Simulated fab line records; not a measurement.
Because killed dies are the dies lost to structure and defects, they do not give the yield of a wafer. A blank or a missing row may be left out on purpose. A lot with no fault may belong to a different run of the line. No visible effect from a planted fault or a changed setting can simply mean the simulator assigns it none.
What tool caused it? | flow rit cmos | 7 lots with 21 wafers sampled at 3 steps, on a route of 202 steps

WHAT THE GAUGES READ, wafer by wafer
RIT_M1_RS_MEAS_01: the measuring method here is four-point-probe.
lot  | measured    | on            | M1_AL_RS (ohm/sq)
L282 | day 3 10:08 | film metro-04 | 0.0741 0.0739 0.0743
L285 | day 4 02:50 | film metro-04 | 0.0727 0.0734 0.0721
L287 | day 4 12:00 | film metro-04 | 0.0738 0.0735 0.0733
L289 | day 5 00:27 | film metro-04 | 0.0735 0.0745 0.0737
L291 | day 5 07:11 | film metro-01 | 0.0730 0.0727 0.0729
L293 | day 5 17:16 | film metro-04 | 0.0747 0.0737 0.0735
L302 | day 7 13:38 | film metro-02 | 0.0737 0.0731 0.0738

WHICH TOOL RAN EACH LOT (tool, then ch and the chambers of the sampled wafers, then the start)
lot  | RIT_SILICIDE_RTA_06             | RIT_M1_SPUTTER_00
L282 | rtp anneal-01 ch 0, day 3 07:26 | pvd sputter-01, day 3 09:48
L285 | rtp anneal-02 ch 0, day 3 23:59 | pvd sputter-04, day 4 02:32
L287 | rtp anneal-02 ch 0, day 4 09:23 | pvd sputter-04, day 4 11:41
L289 | rtp anneal-02 ch 0, day 4 21:50 | pvd sputter-01, day 5 00:08
L291 | rtp anneal-01 ch 0, day 5 04:22 | pvd sputter-01, day 5 06:53
L293 | rtp anneal-01 ch 0, day 5 14:25 | pvd sputter-01, day 5 16:58
L302 | rtp anneal-02 ch 0, day 7 10:49 | pvd sputter-03, day 7 13:20
- RIT_SILICIDE_RTA_06: time 10 s, ramp up 5 s, ramp down 10 s.
- RIT_M1_SPUTTER_00: material Al, target thk 400 nm, time 500 s.

THE ANSWER, worked out from the rows above alone
Rule: usual is defined by the lots themselves. Put in order of their means at a reading, lots are off if they are a third of the lots or fewer, leave a main group of 4 or more, and stand apart from it by a gap of 3 or more times the standard deviation of the main group's means; of several such gaps the widest counts. If all means in a main group match to the digits the tables above print for the reading, that group is not used. Also off: a lot with no number at a reading for which 4 or more lots have one. Where the step has rows for the other lots, those lots are counted as sound.
None of the lots is off at any reading shown; this tells nothing.

WHAT THE SIMULATOR PUT IN
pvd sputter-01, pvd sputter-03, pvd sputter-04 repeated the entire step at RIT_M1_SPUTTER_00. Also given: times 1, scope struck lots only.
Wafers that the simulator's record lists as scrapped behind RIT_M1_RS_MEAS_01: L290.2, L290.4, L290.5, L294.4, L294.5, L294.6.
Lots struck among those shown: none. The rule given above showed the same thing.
